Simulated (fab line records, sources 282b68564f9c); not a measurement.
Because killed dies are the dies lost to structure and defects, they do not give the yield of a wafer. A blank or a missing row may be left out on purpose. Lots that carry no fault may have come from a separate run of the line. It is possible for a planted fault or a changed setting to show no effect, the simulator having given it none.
A lot that was struck, set against a sound lot	flow rit-cmos	34 out of 202 route steps
Sound: wafers L851.1, L851.3, L851.4. Struck: wafers L861.1, L861.4, L861.5. The cause comes at the end.
Order at every step that has rows: each side's tool, ch and its chambers, its first start. Under that, the readings that differ: sound wafers	struck wafers	difference of the means	sigmas: that difference in standard deviations of wafers without a fault.
alike: words and numbers the same on both sides, and readings whose means are apart by under 2 such deviations; not compared: readings that were withheld, readings missing a value for some wafer, numbers with overlapping values and no deviation given by the record, and bounds like >300 which may hide the same value.
Wherever a step has rows on one side only, a row that says differs or no value, or a row with sigmas, the two part there. Non-overlapping numbers with no deviation appear without sigmas and do not part them. A reading that every wafer of one side lacks parts them only if that side has two wafers or more.

first, 2 steps without rows for these wafers: RIT_SPACER_CLEAN_02 (cleans in SC2, time 600 s); RIT_SPACER_CVD_03 (deposits Si3N4 from SiH2Cl2/NH3, target thk 250 nm, time 3300 s).
RIT_SPACER_THK_MEAS_04:
  sound on film-metro-02, day 5 15:52; struck on film-metro-02, day 7 17:05
  alike: SPACER_NITRIDE_THK
RIT_SPACER_ETCHBACK_05: etches Si3N4 in SF6/CHF3, stops on SiO2, target depth 250 nm, time 240 s.
  sound on rie-diel-04 ch 0,2, day 5 15:55; struck on rie-diel-02 ch 0,2,3, day 7 17:09
  alike: drypump-motor-current-A, oes-product-au, throttle-valve-pct
  not compared: rf-hours-counter-h
then, 6 steps without rows for these wafers: RIT_NSD_HMDS_00 (prime time 60 s); RIT_NSD_COAT_01 (resist thk 1000 nm); RIT_NSD_SOFTBAKE_02 (time 60 s); RIT_NSD_EXPOSE_03 (exposes mask M9, target cd 40700 nm); RIT_NSD_PEB_04; RIT_NSD_DEVELOP_05 (develop time 50 s).
RIT_NSD_OVL_MEAS_06:
  sound on overlay-02, day 5 17:02; struck on overlay-01, day 7 18:15
  alike: NSD_OVL
then, 1 step without rows for these wafers: RIT_NSD_HARDBAKE_07 (time 60 s).
RIT_NSD_IMPLANT_08:
  sound on implanter-03 ch 0, day 5 17:14; struck on implanter-04 ch 0, day 7 18:33
reading	sound	struck	difference	sigmas
dose-ions-cm2	9.996e+14 9.999e+14 9.994e+14	5.499e+14 5.498e+14 5.477e+14	-4.505e+14	-99 or more
faraday-current-uA	3154 3196 3033	1725 1662 1763	-1411	-22
RIT_NSD_STRIP_09: strips in O2, time 180 s.
  sound on plasma-asher-02 ch 0,1, day 5 17:23; struck on plasma-asher-03 ch 0,1, day 7 18:42
  alike: drypump-motor-current-A, rf-refl-power-W
  not compared: rf-hours-counter-h
RIT_NSD_TW_MEAS_10:
  sound on film-metro-04, day 5 17:33; struck on film-metro-01, day 7 18:52
reading	sound	struck	difference	sigmas
NSD_TW	3142 3126 3144	2763 2731 2754	-388	-24
then, 6 steps without rows for these wafers: RIT_PSD_HMDS_00 (prime time 60 s); RIT_PSD_COAT_01 (resist thk 1000 nm); RIT_PSD_SOFTBAKE_02 (time 60 s); RIT_PSD_EXPOSE_03 (exposes mask M10, target cd 40900 nm); RIT_PSD_PEB_04; RIT_PSD_DEVELOP_05 (develop time 50 s).
RIT_PSD_OVL_MEAS_06:
  sound on overlay-02, day 5 18:37; struck on overlay-01, day 7 19:55
  alike: PSD_OVL
then, 2 steps without rows for these wafers: RIT_PSD_HARDBAKE_07 (time 60 s); RIT_PSD_IMPLANT_08.
RIT_PSD_STRIP_09: strips in O2, time 180 s.
  sound on plasma-asher-01 ch 0,1, day 5 18:58; struck on plasma-asher-03 ch 0,1, day 7 20:24
  alike: drypump-motor-current-A, rf-refl-power-W
  not compared: rf-hours-counter-h
RIT_PSD_TW_MEAS_10:
  sound on film-metro-01, day 5 19:08; struck on film-metro-01, day 7 20:34
  alike: PSD_TW
then, 3 steps without rows for these wafers: RIT_SDANNEAL_CLEAN_00 (cleans in SC1, time 600 s); RIT_SDANNEAL_CLEAN_01 (cleans in dHF, time 30 s); RIT_SDANNEAL_CLEAN_02 (cleans in SC2, time 600 s).
RIT_SDANNEAL_RTA_03: time 5 s.
  sound on rtp-anneal-01 ch 0, day 5 19:35; struck on rtp-anneal-01 ch 0, day 7 21:13
  alike: wafer_temp_C_max
RIT_SDANNEAL_RS_MEAS_04: the measuring method here is four-point-probe.
  sound on film-metro-01, day 5 19:38; struck on film-metro-04, day 7 21:17
  alike: PSD_RS
RIT_SDANNEAL_RS_MEAS_05: the measuring method here is four-point-probe.
  sound on film-metro-01, day 5 19:45; struck on film-metro-04, day 7 21:24
reading	sound	struck	difference	sigmas
NSD_RS (ohm/sq)	84.4 84.5 84.6	134.9 135.1 135.7	+50.7	+99 or more
RIT_SDANNEAL_RS_MEAS_06: the measuring method here is four-point-probe.
  sound on film-metro-01, day 5 19:52; struck on film-metro-04, day 7 21:31
  alike: PLDD_RS
RIT_M1_PROBE_99:
  sound on prober-01, day 6 03:01; struck on prober-01, day 8 04:41
reading	sound	struck	difference	sigmas
model.etest.nmos_0p3.r-on-ohm-um	2091 2127 2134	2490 2511 2503	+384	
model.etest.nmos_0p15.r-on-ohm-um	1059 1074 1073	1332 1352 1354	+277	
model.etest.contact-nplus.end-ohm-um	42.05 42.51 41.77	104.7 100 103.8	+60.7	
model.etest.nmos_0p15.drive-ua-um	490 482.6 480.2	413 399.1 404	-79	
model.etest.nmos-narrow.drive-ua-um	232.3 231.3 228.6	193.8 187 186.8	-41.5	
model.etest.nmos_0p3.drive-ua-um	228.8 223.7 221.9	190.6 187.3 187.5	-36.3	
model.etest.nmos-turned.drive-ua-um	344.4 334.8 336.1	294.1 294.3 293.3	-44.5	
model.etest.nmos_0p15.junction-log10-a-um	-13.59 -13.52 -13.38	-12.89 -13.15 -12.86	+0.53	
  alike: killed_at_M0_to_M3, killed-at-front-end, killed-dies, killed-open, killed-short

## WHERE THEY PART
First at RIT_NSD_IMPLANT_08; last, within this record, at RIT_SDANNEAL_RS_MEAS_05. Later steps at which nothing parts them and some readings are alike: RIT_SDANNEAL_RS_MEAS_06, RIT_M1_PROBE_99.

WHY: whatever the simulator had introduced
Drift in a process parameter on implanter-04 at RIT_NSD_IMPLANT_08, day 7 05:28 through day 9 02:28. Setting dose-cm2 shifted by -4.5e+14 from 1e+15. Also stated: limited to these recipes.
